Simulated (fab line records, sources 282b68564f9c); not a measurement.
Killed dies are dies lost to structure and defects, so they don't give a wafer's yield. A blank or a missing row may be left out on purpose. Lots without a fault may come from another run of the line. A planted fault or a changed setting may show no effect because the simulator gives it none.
A struck lot beside a sound one | flow rit_cmos | 27 steps out of a route of 202
Sound: wafers L876.2, L876.3, L876.5. Struck: wafers L872.3, L872.5, L872.6. The cause comes at the end.
At each step with rows: each side's tool, then ch and its chambers, then its first start. Under that, the readings that differ: sound wafers | struck wafers | difference of the means | sigmas: that difference in standard deviations of wafers without a fault.
alike: readings whose means differ by less than 2 such deviations, and words and numbers that are the same on both sides. not compared: withheld readings, readings that some wafer has no value for, bounds like >300 that may hide the same value, and numbers for which the record gives no deviation and whose values overlap.
The two part at a step that has a row with sigmas, a row that says differs or no value, or rows on one side only. Numbers that don't overlap but have no deviation are shown without sigmas and don't part them. A reading that every wafer of one side lacks parts them only if that side has two wafers or more.

RIT_ACTIVE_BOW_MEAS_00:
  sound on film_metro-01, day 4 03:01; struck on film_metro-01, day 3 07:02
  alike: INCOMING_BOW
then, 1 step without rows for these wafers: RIT_ACTIVE_OXIDATION_01 (target thk 46.8 nm, ox time 3360 s).
RIT_ACTIVE_THK_MEAS_02:
  sound on film_metro-04, day 4 05:57; struck on film_metro-04, day 3 13:51
  alike: ACTIVE_OXIDE_THK
RIT_ACTIVE_CVD_03: deposits Si3N4 from SiH2Cl2/NH3, target thk 150 nm, time 1500 s.
  sound on lpcvd-01 ch 0, day 4 06:44; struck on lpcvd-02 ch 0, day 3 13:53
  reading                                  | sound             | struck            | difference | sigmas
  model.Si3N4_of_ACTIVE_CVD_03.thk_nm (nm) | 149.3 148.3 149.3 | 115.6 114.8 115.2 | -33.8      |
  alike: spike_tc_source_C
RIT_ACTIVE_THK_MEAS_04:
  sound on film_metro-04, day 4 08:10; struck on film_metro-04, day 3 16:02
  reading                 | sound             | struck            | difference | sigmas
  ACTIVE_NITRIDE_THK (nm) | 149.4 148.3 149.3 | 115.5 114.8 115.1 | -33.9      | -23
then, 6 steps without rows for these wafers: RIT_ACTIVE_HMDS_05 (prime time 60 s); RIT_ACTIVE_COAT_06 (resist thk 1000 nm); RIT_ACTIVE_SOFTBAKE_07 (time 60 s); RIT_ACTIVE_EXPOSE_08 (exposes mask M1, target cd 1400 nm); RIT_ACTIVE_PEB_09; RIT_ACTIVE_DEVELOP_10 (develop time 50 s).
RIT_ACTIVE_CD_MEAS_11: target cd 1400 nm.
  sound on cd_sem-01, day 4 09:13; struck on cd_sem-01, day 3 17:05
  alike: cd_nm
then, 1 step without rows for these wafers: RIT_ACTIVE_HARDBAKE_12 (time 60 s).
RIT_ACTIVE_ETCH_13: etches Si3N4 in SF6, stops on SiO2, time 210 s, target depth 210 nm.
  sound on rie_diel-03 ch 0,1, day 4 09:28; struck on rie_diel-02 ch 0,3, day 3 17:19
  reading                            | sound             | struck            | difference | sigmas
  oes_product_au (a.u.)              | 0.830 0.834 0.834 | 0.719 0.716 0.713 | -0.117     | -8
  model.etch.depth_nm (nm)           | 149.3 148.3 149.3 | 115.6 114.8 115.2 | -33.8      |
  model.ACTIVE.feature_depth_nm (nm) | 151.7 148.3 151.6 | 118.3 117.4 118.2 | -32.6      |
  alike: chamber_pressure_mTorr, drypump_motor_current_A, throttle_valve_pct
  not compared: rf_hours_counter_h
RIT_ACTIVE_STRIP_14: strips in O2, time 180 s.
  sound on plasma_asher-04 ch 0,1, day 4 09:35; struck on plasma_asher-01 ch 0,1, day 3 17:31
  alike: chamber_pressure_mTorr, drypump_motor_current_A
  not compared: rf_hours_counter_h
RIT_ACTIVE_CD_MEAS_90: target cd 1400 nm.
  sound on cd_sem-01, day 4 09:47; struck on cd_sem-01, day 3 17:40
  alike: cd_nm
then, 4 steps without rows for these wafers: RIT_ACTIVE_CLEAN_15 (cleans in SC1, time 600 s); RIT_ACTIVE_CLEAN_16 (cleans in dHF, time 30 s); RIT_ACTIVE_CLEAN_17 (cleans in SC2, time 600 s); RIT_FOX1_OXIDATION_00 (target thk 350.7 nm, ox time 1130 s).
RIT_FOX1_THK_MEAS_01:
  sound on film_metro-03, day 4 12:53; struck on film_metro-02, day 3 19:27
  alike: FOX1_OXIDE_THK
then, 2 steps without rows for these wafers: RIT_FOX1_WET_ETCH_02 (etches SiO2 in BOE, target depth 350 nm, time 390 s); RIT_FOX2_OXIDATION_00 (target thk 350.7 nm, ox time 1130 s).
RIT_FOX2_THK_MEAS_01:
  sound on film_metro-01, day 4 17:18; struck on film_metro-03, day 3 20:56
  alike: FOX2_OXIDE_THK
RIT_FOX2_CLEAN_02: cleans in dHF, time 180 s.
  sound on wet_bench-01 ch 2, day 4 17:21; struck on wet_bench-04 ch 3, day 3 20:59
  reading                                  | sound             | struck            | difference | sigmas
  model.Si3N4_of_ACTIVE_CVD_03.thk_nm (nm) | 130.1 129.1 130.1 | 96.42 95.61 95.94 | -33.78     |
then, 1 step without rows for these wafers: RIT_FOX2_WET_ETCH_03 (etches Si3N4 in H3PO4, target depth 195 nm, time 2700 s).
-- the record jumps here: 2 days lie between the struck wafers' starts before and after (it left off in module FOX2 and takes up again in module M1, whose first step shown is number 202 of the route) --
RIT_M1_PROBE_99:
  sound on prober-02, day 6 13:46; struck on prober-02, day 5 23:04
  reading                        | sound          | struck         | difference | sigmas
  model.etest.pldd.width_nm (nm) | 3190 3202 3199 | 3151 3158 3148 | -45        |
  model.etest.nldd.width_nm (nm) | 3201 3164 3183 | 3134 3145 3161 | -36        |
  alike: killed_at_contacts, killed_at_front_end, killed_dies, killed_open, killed_short
  not compared: model.etest.nplus_sal.width_nm, model.etest.pplus_sal.width_nm, model.etest.nmos_narrow.drive_ua_um, model.etest.pmos_narrow.drive_ua_um

WHERE THEY PART
First at RIT_ACTIVE_THK_MEAS_04; last, within this record, at RIT_ACTIVE_ETCH_13. Later steps at which nothing parts them and some readings are alike: RIT_ACTIVE_STRIP_14, RIT_ACTIVE_CD_MEAS_90, RIT_FOX1_THK_MEAS_01, RIT_FOX2_THK_MEAS_01, RIT_M1_PROBE_99.

WHY: what the simulator had put in
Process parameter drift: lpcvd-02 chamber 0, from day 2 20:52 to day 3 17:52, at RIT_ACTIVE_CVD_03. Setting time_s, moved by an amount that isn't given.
